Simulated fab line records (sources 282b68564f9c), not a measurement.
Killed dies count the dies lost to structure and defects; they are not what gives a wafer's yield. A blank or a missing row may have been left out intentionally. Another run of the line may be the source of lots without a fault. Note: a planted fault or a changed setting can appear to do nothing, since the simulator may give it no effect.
Check for tools in common -- flow ritCmos -- 42 wafers sampled across 14 lots

## WHAT PROMPTED THE OPENING
At RIT_PWELL_TW_MEAS_10 the reading PWELL_TW is flagged on 2 of 14 lots. Fault-free wafers read 948, with a standard deviation of 9.2.
Rule: a lot gets a flag if all its wafers with a number sit over 4 standard deviations from that mean, or if no wafer of it has a number. The other lots count as sound.

lot,measured,on,"PWELL_TW, wafer by wafer",flag
L419,day 1 23:47,filmMetro-02,943 944 943,
L420,day 2 04:51,filmMetro-04,951 944 951,
L423,day 2 21:52,filmMetro-03,958 963 959,
L425,day 3 06:41,filmMetro-04,954 956 958,
L426,day 3 10:50,filmMetro-03,964 961 960,
L427,day 3 18:58,filmMetro-02,938 936 942,
L428,day 3 22:26,filmMetro-04,958 953 956,
L430,day 4 07:04,filmMetro-02,944 940 938,
L431,day 4 12:50,filmMetro-02,911 902 907,FLAGGED
L433,day 4 21:43,filmMetro-02,907 910 910,FLAGGED
L435,day 5 13:48,filmMetro-03,971 965 967,
L439,day 6 06:34,filmMetro-02,943 941 938,
L440,day 6 10:11,filmMetro-03,955 957 951,
L442,day 6 21:55,filmMetro-02,941 943 940,
The numbers of the flagged lots are 908 on average: -40 against the usual, or -4 standard deviations.

## EACH LOT AND THE TOOL IT RAN ON
The record holds 1 process step before the reading, out of a route of 202 steps. Every cell lists first the tool, next ch and the chambers used by the sampled wafers, and last the start.
lot,flag,RIT_PWELL_IMPLANT_08
L419,,"implanter-02 ch 0, day 1 23:27"
L420,,"implanter-03 ch 0, day 2 04:32"
L423,,"implanter-01 ch 0, day 2 21:32"
L425,,"implanter-01 ch 0, day 3 06:22"
L426,,"implanter-01 ch 0, day 3 10:31"
L427,,"implanter-01 ch 0, day 3 18:40"
L428,,"implanter-03 ch 0, day 3 22:07"
L430,,"implanter-01 ch 0, day 4 06:45"
L431,FLAGGED,"implanter-01 ch 0, day 4 12:31"
L433,FLAGGED,"implanter-01 ch 0, day 4 21:24"
L435,,"implanter-02 ch 0, day 5 13:29"
L439,,"implanter-02 ch 0, day 6 06:15"
L440,,"implanter-02 ch 0, day 6 09:55"
L442,,"implanter-02 ch 0, day 6 21:37"
What the steps here do:
- RIT_PWELL_IMPLANT_08
- RIT_PWELL_TW_MEAS_10

## FLAGGED OVER TOTAL, TOOL BY TOOL (the gauges that took the reading come last)
step,tool,lots run,flagged,share of the flagged lots,sound lots run after its first flagged lot
RIT_PWELL_IMPLANT_08,implanter-01,7,2,all,0
RIT_PWELL_IMPLANT_08,implanter-02,5,0,none,-
RIT_PWELL_IMPLANT_08,implanter-03,2,0,none,-
RIT_PWELL_TW_MEAS_10,filmMetro-02,7,2,all,"2 (L439,L442)"
RIT_PWELL_TW_MEAS_10,filmMetro-03,4,0,none,-
RIT_PWELL_TW_MEAS_10,filmMetro-04,3,0,none,-

## WHAT THE TABLE ALLOWS
Every flagged lot went through 2 rows of the table: implanter-01 at RIT_PWELL_IMPLANT_08 and filmMetro-02 at RIT_PWELL_TW_MEAS_10.
- implanter-01 at RIT_PWELL_IMPLANT_08: 2 of its 7 lots flagged. Its last sound lot is L430 (day 4 06:45), its first flagged lot L431 (day 4 12:31): a fault that began between those two fits.
- filmMetro-02 at RIT_PWELL_TW_MEAS_10: 2 of its 7 lots flagged. Lots that were sound ran on it after the first flagged one (L439, L442); a persistent fault on the entire tool would not allow that.
One tool is left: implanter-01 at RIT_PWELL_IMPLANT_08.

## WHAT THE SIMULATOR HAD INSERTED
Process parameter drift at RIT_PWELL_IMPLANT_08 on implanter-01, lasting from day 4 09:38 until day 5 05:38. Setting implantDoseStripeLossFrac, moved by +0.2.
Shown lots that were struck: L431, L433. The rule above reached the same finding.
